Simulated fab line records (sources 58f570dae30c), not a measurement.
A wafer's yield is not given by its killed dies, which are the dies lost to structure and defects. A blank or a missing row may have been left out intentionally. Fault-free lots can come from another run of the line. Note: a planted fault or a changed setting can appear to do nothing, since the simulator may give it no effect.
Which tool did it? | flow berkeley cmos170 | 14 lots with 42 wafers sampled at 5 steps, on a route of 331 steps

## WHAT THE GAUGES SHOWED, per wafer
UCB170_NLDD_CD_MEAS_06 targets a cd of 1200 nm. Usual: 1200.2 nm for cd nm, sd 1.7.
lot  | measured     | on        | cd nm (nm)           | flag
L800 | day 7 07:36  | cd sem-01 | 1201.7 1201.4 1202.6 |
L801 | day 7 08:36  | cd sem-01 | 1198.4 1199.6 1198.5 |
L803 | day 7 08:57  | cd sem-02 | 1203.0 1202.6 1203.0 |
L806 | day 8 07:54  | cd sem-02 | 1200.4 1199.0 1200.2 |
L807 | day 8 19:41  | cd sem-01 | 1198.5 1199.1 1198.4 |
L809 | day 8 20:40  | cd sem-02 | 1199.6 1199.7 1200.1 |
L815 | day 9 18:43  | cd sem-01 | 1203.4 1204.3 1204.2 |
L811 | day 9 18:54  | cd sem-01 | 1201.3 1202.3 1201.3 |
L813 | day 9 19:26  | cd sem-01 | 1199.3 1200.7 1199.5 |
L810 | day 9 19:28  | cd sem-02 | 1197.1 1197.2 1197.2 |
L816 | day 9 23:53  | cd sem-01 | 1201.6 1201.7 1201.8 |
L819 | day 10 18:36 | cd sem-02 | 1199.2 1199.7 1199.7 |
L821 | day 11 05:14 | cd sem-02 | 1186.2 1187.9 1186.9 | OFF
L820 | day 11 06:01 | cd sem-02 | 1190.5 1189.8 1189.4 | OFF

UCB170_V2_THK_MEAS_04. Usual: V2_POLISHED_THK typically reads 1000.1 nm, with standard deviation 1.
lot  | measured     | on            | V2_POLISHED_THK (nm) | flag
L800 | day 8 17:02  | film metro-02 | 998.7 999.7 998.5    |
L801 | day 8 15:57  | film metro-03 | 998.8 999.6 999.7    |
L803 | day 9 02:45  | film metro-02 | 1001.1 999.2 999.0   |
L806 | day 9 14:41  | film metro-01 | 999.9 999.6 999.7    |
L807 | day 9 22:47  | film metro-02 | 1000.4 999.6 1000.7  |
L809 | day 9 23:49  | film metro-02 | 1001.0 1002.3 998.8  |
L815 | day 11 04:05 | film metro-03 | 999.5 999.5 1000.7   |
L811 | day 11 03:54 | film metro-01 | 1001.2 1000.7 1000.8 |
L813 | day 10 21:20 | film metro-01 | 1000.2 1000.0 1000.6 |
L810 | day 11 04:23 | film metro-03 | 999.3 1001.2 1000.7  |
L816 | day 11 08:03 | film metro-01 | 1000.8 998.1 999.0   |
L819 | day 11 23:20 | film metro-03 | 999.0 1000.2 1000.4  |
L821 | day 12 11:55 | film metro-03 | 999.8 1001.0 999.4   |
L820 | day 12 11:01 | film metro-01 | 1000.9 999.6 1000.3  |

## WHAT TOOL EACH LOT RAN ON (gives the tool, then ch and the chambers of the sampled wafers, and finally the start)
lot  | UCB170_NLDD_PEB_04                | UCB170_SDANNEAL_RTA_00           | UCB170_V2_CMP_02
L800 | litho track-04 ch 0, day 7 07:00  | rtp anneal-02 ch 0, day 7 18:37  | cmp-01 ch 0,1,3, day 8 16:37
L801 | litho track-01 ch 0, day 7 08:00  | rtp anneal-01 ch 0, day 7 18:37  | cmp-02 ch 0,1,2, day 8 15:31
L803 | litho track-02 ch 0, day 7 08:00  | rtp anneal-01 ch 0, day 7 19:21  | cmp-02 ch 0,1,3, day 9 02:26
L806 | litho track-01 ch 0, day 8 07:38  | rtp anneal-01 ch 0, day 8 22:49  | cmp-02 ch 0,2,3, day 9 14:25
L807 | litho track-04 ch 0, day 8 19:00  | rtp anneal-02 ch 0, day 9 05:58  | cmp-02 ch 1,3, day 9 22:21
L809 | litho track-04 ch 0, day 8 20:00  | rtp anneal-01 ch 0, day 9 06:10  | cmp-01 ch 0,3, day 9 23:23
L815 | litho track-02 ch 0, day 9 18:27  | rtp anneal-01 ch 0, day 10 07:29 | cmp-01 ch 2,3, day 11 03:43
L811 | litho track-01 ch 0, day 9 18:37  | rtp anneal-01 ch 0, day 10 06:47 | cmp-02 ch 1,3, day 11 03:29
L813 | litho track-04 ch 0, day 9 19:10  | rtp anneal-02 ch 0, day 10 06:38 | cmp-02 ch 0,1,2, day 10 20:55
L810 | litho track-02 ch 0, day 9 19:12  | rtp anneal-01 ch 0, day 10 07:43 | cmp-01 ch 0,1,2, day 11 03:58
L816 | litho track-01 ch 0, day 9 23:36  | rtp anneal-02 ch 0, day 10 13:04 | cmp-01 ch 1,2, day 11 07:38
L819 | litho track-02 ch 0, day 10 18:20 | rtp anneal-02 ch 0, day 11 07:21 | cmp-01 ch 0,1,2, day 11 22:58
L821 | litho track-01 ch 0, day 11 04:58 | rtp anneal-02 ch 0, day 11 17:46 | cmp-01 ch 0,2, day 12 11:29
L820 | litho track-01 ch 0, day 11 05:44 | rtp anneal-01 ch 0, day 11 18:14 | cmp-02 ch 0,2,3, day 12 10:34
- UCB170_NLDD_PEB_04
- UCB170_SDANNEAL_RTA_00: time 10 s.
- UCB170_V2_CMP_02: polishes SiO2.

## WHAT THE TOOLS THEMSELVES READ (means of the sampled wafers that have a number; where no wafer has one, the mark that the record gives instead)
UCB170_NLDD_PEB_04. Usual: heater power total W 56.80 W, standard deviation 0.051; plate temp C 129.97 C, standard deviation 0.14; resist line temp C 23.00 C, standard deviation 0.12.
lot  | tool           | heater power total W (W) | plate temp C (C) | resist line temp C (C) | flag
L800 | litho track-04 | 56.80                    | 130.18           | 23.02                  |
L801 | litho track-01 | 56.83                    | 130.01           | 23.16                  |
L803 | litho track-02 | 56.77                    | 129.86           | 22.90                  |
L806 | litho track-01 | 56.81                    | 130.03           | 23.00                  |
L807 | litho track-04 | 56.80                    | 129.99           | 22.88                  |
L809 | litho track-04 | 56.78                    | 130.03           | 23.03                  |
L815 | litho track-02 | 56.79                    | 129.94           | 23.11                  |
L811 | litho track-01 | 56.80                    | 129.88           | 22.97                  |
L813 | litho track-04 | 56.82                    | 130.06           | 22.93                  |
L810 | litho track-02 | 56.80                    | 130.14           | 23.11                  |
L816 | litho track-01 | 56.79                    | 130.01           | 22.94                  |
L819 | litho track-02 | 56.85                    | 130.05           | 23.00                  |
L821 | litho track-01 | 55.87                    | 128.45           | 22.97                  | OFF
L820 | litho track-01 | 55.90                    | 128.26           | 22.78                  | OFF

UCB170_SDANNEAL_RTA_00. Usual: lamp power pct 23.5 %, standard deviation 1.8; wafer_temp_C_max 906.5, standard deviation 1.8.
lot  | tool          | lamp power pct (%) | wafer_temp_C_max | flag
L800 | rtp anneal-02 | 25.5               | 908.2            |
L801 | rtp anneal-01 | 21.9               | 905.1            |
L803 | rtp anneal-01 | 21.9               | 905.4            |
L806 | rtp anneal-01 | 21.9               | 905.3            |
L807 | rtp anneal-02 | 25.5               | 906.7            |
L809 | rtp anneal-01 | 21.9               | 905.0            |
L815 | rtp anneal-01 | 21.9               | 905.0            |
L811 | rtp anneal-01 | 21.9               | 905.6            |
L813 | rtp anneal-02 | 25.4               | 907.5            |
L810 | rtp anneal-01 | 21.9               | 904.2            |
L816 | rtp anneal-02 | 25.5               | 907.2            |
L819 | rtp anneal-02 | 25.4               | 908.3            |
L821 | rtp anneal-02 | 25.4               | 906.9            |
L820 | rtp anneal-01 | 21.9               | 905.4            |

UCB170_V2_CMP_02. Usual: 16.1 A for motor current A, sd 2.
lot  | tool   | motor current A (A) | flag
L800 | cmp-01 | 16.8                |
L801 | cmp-02 | 15.0                |
L803 | cmp-02 | 14.3                |
L806 | cmp-02 | 15.8                |
L807 | cmp-02 | 15.0                |
L809 | cmp-01 | 15.1                |
L815 | cmp-01 | 18.4                |
L811 | cmp-02 | 15.0                |
L813 | cmp-02 | 16.0                |
L810 | cmp-01 | 17.2                |
L816 | cmp-01 | 18.5                |
L819 | cmp-01 | 17.1                |
L821 | cmp-01 | 16.2                |
L820 | cmp-02 | 15.4                |

## THE ANSWER, worked out from the rows above alone
Rule: take the mean of a lot's wafers that have a number; if it is more than 3 standard deviations from the usual mean, the lot is off. Also off: a lot with no number at a reading for which 4 or more lots have one. The other lots that the step has rows for count as sound. Order of review: gauges by route order, followed by the tools' own readings, for which a lot's mean as printed above is used. At the first step where some lot is off, the reading lying furthest off is the one used; lots without a number count as furthest.
Off, at UCB170_NLDD_CD_MEAS_06 on cd nm: L821, L820.
A tool fits if, at a process step before that reading, it ran every lot that is off, and no sound lot after the first of them. The gauges at UCB170_NLDD_CD_MEAS_06 aren't tried: what is off there is off at UCB170_NLDD_PEB_04 too, on other tools, and a gauge's error can't cause that. One fits: UCB170_NLDD_PEB_04 on litho track-01. A fault onset in the window from L816 (day 9 23:36, its last sound lot) to L821 (day 11 04:58, its first lot off) fits.
The tool's own readings at UCB170_NLDD_PEB_04 bear it out: on the lots that are off they differ by more than 5 times the standard deviation of the sound lots' means. heater power total W reads 55.88 W there against 56.80 W on the sound lots; plate temp C reads 128.35 C there against 130.01 C on the sound lots.

## WHAT HAD BEEN PUT IN BY THE SIMULATOR
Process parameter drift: litho track-01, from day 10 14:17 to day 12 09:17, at UCB170_NLDD_PEB_04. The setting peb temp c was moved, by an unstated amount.
Shown lots that were struck: L821, L820. The same result came from the rule above.
